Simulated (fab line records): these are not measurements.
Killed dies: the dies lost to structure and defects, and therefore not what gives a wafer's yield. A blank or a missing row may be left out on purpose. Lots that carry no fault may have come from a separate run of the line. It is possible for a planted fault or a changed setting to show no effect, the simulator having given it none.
Tool commonality check || flow berkeley-cmos170 || 14 lots and 42 wafers in the sample

WHAT PROMPTED THE OPENING
Of 14 lots, 2 have the reading NLDD_TW flagged at UCB170_NLDD_TW_MEAS_11. Wafers without a fault read 2218, standard deviation 20.
Rule: flag the lot when none of its wafers has a number, or when each of its wafers that has one lies beyond 4 standard deviations from that mean. The other lots count as sound.

{"lot": "L120", "measured": "day 7 19:22", "on": "film-metro-02", "NLDD_TW, wafer by wafer": "2244 2258 2239", "flag": ""}
{"lot": "L121", "measured": "day 8 06:35", "on": "film-metro-04", "NLDD_TW, wafer by wafer": "2209 2217 2221", "flag": ""}
{"lot": "L123", "measured": "day 8 06:49", "on": "film-metro-03", "NLDD_TW, wafer by wafer": "2207 2197 2202", "flag": ""}
{"lot": "L124", "measured": "day 8 20:33", "on": "film-metro-03", "NLDD_TW, wafer by wafer": "2195 2201 2210", "flag": ""}
{"lot": "L125", "measured": "day 8 21:20", "on": "film-metro-03", "NLDD_TW, wafer by wafer": "2206 2210 2202", "flag": ""}
{"lot": "L130", "measured": "day 9 21:47", "on": "film-metro-02", "NLDD_TW, wafer by wafer": "2238 2258 2253", "flag": ""}
{"lot": "L129", "measured": "day 9 22:02", "on": "film-metro-04", "NLDD_TW, wafer by wafer": "2216 2222 2203", "flag": ""}
{"lot": "L132", "measured": "day 10 09:01", "on": "film-metro-04", "NLDD_TW, wafer by wafer": "2201 2210 2218", "flag": ""}
{"lot": "L133", "measured": "day 10 09:05", "on": "film-metro-02", "NLDD_TW, wafer by wafer": "2262 2264 2245", "flag": ""}
{"lot": "L134", "measured": "day 10 23:38", "on": "film-metro-03", "NLDD_TW, wafer by wafer": "2341 2334 2324", "flag": "FLAGGED"}
{"lot": "L137", "measured": "day 11 07:01", "on": "film-metro-02", "NLDD_TW, wafer by wafer": "2243 2254 2245", "flag": ""}
{"lot": "L135", "measured": "day 11 08:25", "on": "film-metro-03", "NLDD_TW, wafer by wafer": "2319 2315 2316", "flag": "FLAGGED"}
{"lot": "L142", "measured": "day 12 18:26", "on": "film-metro-03", "NLDD_TW, wafer by wafer": "2202 2192 2203", "flag": ""}
{"lot": "L143", "measured": "day 12 22:01", "on": "film-metro-04", "NLDD_TW, wafer by wafer": "2219 2201 2221", "flag": ""}
The mean of the flagged lots' numbers is 2325, +107 from the usual (+5 standard deviations).

WHICH TOOL EACH LOT WENT THROUGH
The record holds 1 process step before the reading, out of a route of 331 steps. Every cell lists first the tool, next ch and the chambers used by the sampled wafers, and last the start.
{"lot": "L120", "flag": "", "UCB170_NLDD_IMPLANT_09": "implanter-01 ch 0, day 7 19:07"}
{"lot": "L121", "flag": "", "UCB170_NLDD_IMPLANT_09": "implanter-04 ch 0, day 8 06:22"}
{"lot": "L123", "flag": "", "UCB170_NLDD_IMPLANT_09": "implanter-03 ch 0, day 8 06:34"}
{"lot": "L124", "flag": "", "UCB170_NLDD_IMPLANT_09": "implanter-01 ch 0, day 8 20:18"}
{"lot": "L125", "flag": "", "UCB170_NLDD_IMPLANT_09": "implanter-03 ch 0, day 8 21:08"}
{"lot": "L130", "flag": "", "UCB170_NLDD_IMPLANT_09": "implanter-03 ch 0, day 9 21:33"}
{"lot": "L129", "flag": "", "UCB170_NLDD_IMPLANT_09": "implanter-04 ch 0, day 9 21:47"}
{"lot": "L132", "flag": "", "UCB170_NLDD_IMPLANT_09": "implanter-04 ch 0, day 10 08:47"}
{"lot": "L133", "flag": "", "UCB170_NLDD_IMPLANT_09": "implanter-03 ch 0, day 10 08:51"}
{"lot": "L134", "flag": "FLAGGED", "UCB170_NLDD_IMPLANT_09": "implanter-03 ch 0, day 10 23:24"}
{"lot": "L137", "flag": "", "UCB170_NLDD_IMPLANT_09": "implanter-01 ch 0, day 11 06:47"}
{"lot": "L135", "flag": "FLAGGED", "UCB170_NLDD_IMPLANT_09": "implanter-03 ch 0, day 11 08:11"}
{"lot": "L142", "flag": "", "UCB170_NLDD_IMPLANT_09": "implanter-01 ch 0, day 12 18:11"}
{"lot": "L143", "flag": "", "UCB170_NLDD_IMPLANT_09": "implanter-01 ch 0, day 12 21:46"}
What the steps here do:
- UCB170_NLDD_IMPLANT_09
- UCB170_NLDD_TW_MEAS_11

FLAGGED AGAINST TOTAL, ONE TOOL AT A TIME (gauges that did the reading follow at the end)
{"step": "UCB170_NLDD_IMPLANT_09", "tool": "implanter-01", "lots run": 5, "flagged": 0, "share of the flagged lots": "none", "sound lots run after its first flagged lot": "-"}
{"step": "UCB170_NLDD_IMPLANT_09", "tool": "implanter-03", "lots run": 6, "flagged": 2, "share of the flagged lots": "all", "sound lots run after its first flagged lot": 0}
{"step": "UCB170_NLDD_IMPLANT_09", "tool": "implanter-04", "lots run": 3, "flagged": 0, "share of the flagged lots": "none", "sound lots run after its first flagged lot": "-"}
{"step": "UCB170_NLDD_TW_MEAS_11", "tool": "film-metro-02", "lots run": 4, "flagged": 0, "share of the flagged lots": "none", "sound lots run after its first flagged lot": "-"}
{"step": "UCB170_NLDD_TW_MEAS_11", "tool": "film-metro-03", "lots run": 6, "flagged": 2, "share of the flagged lots": "all", "sound lots run after its first flagged lot": "1 (L142)"}
{"step": "UCB170_NLDD_TW_MEAS_11", "tool": "film-metro-04", "lots run": 4, "flagged": 0, "share of the flagged lots": "none", "sound lots run after its first flagged lot": "-"}

THE TABLE: WHAT IT ALLOWS
Every flagged lot went through 2 rows of the table: implanter-03 at UCB170_NLDD_IMPLANT_09 and film-metro-03 at UCB170_NLDD_TW_MEAS_11.
- implanter-03 at UCB170_NLDD_IMPLANT_09: 2 of its 6 lots flagged. Its last sound lot is L133 (day 10 08:51), its first flagged lot L134 (day 10 23:24): a fault that began between those two fits. Its own readings lie more than 4 standard deviations out on every wafer of the flagged lots: dose-ions-cm2, faraday-current-uA.
- film-metro-03 at UCB170_NLDD_TW_MEAS_11: 2 of its 6 lots flagged. Sound lots followed the first flagged one (L142) on it, something a lasting fault affecting the whole tool could not allow.
One tool is left: implanter-03 at UCB170_NLDD_IMPLANT_09.

WHAT THE SIMULATOR HAD INSERTED
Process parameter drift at UCB170_NLDD_IMPLANT_09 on implanter-03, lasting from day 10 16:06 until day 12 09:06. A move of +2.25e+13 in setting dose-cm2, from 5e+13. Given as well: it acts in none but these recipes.
Struck lots among those shown: L134, L135. This agrees with what the rule above found.
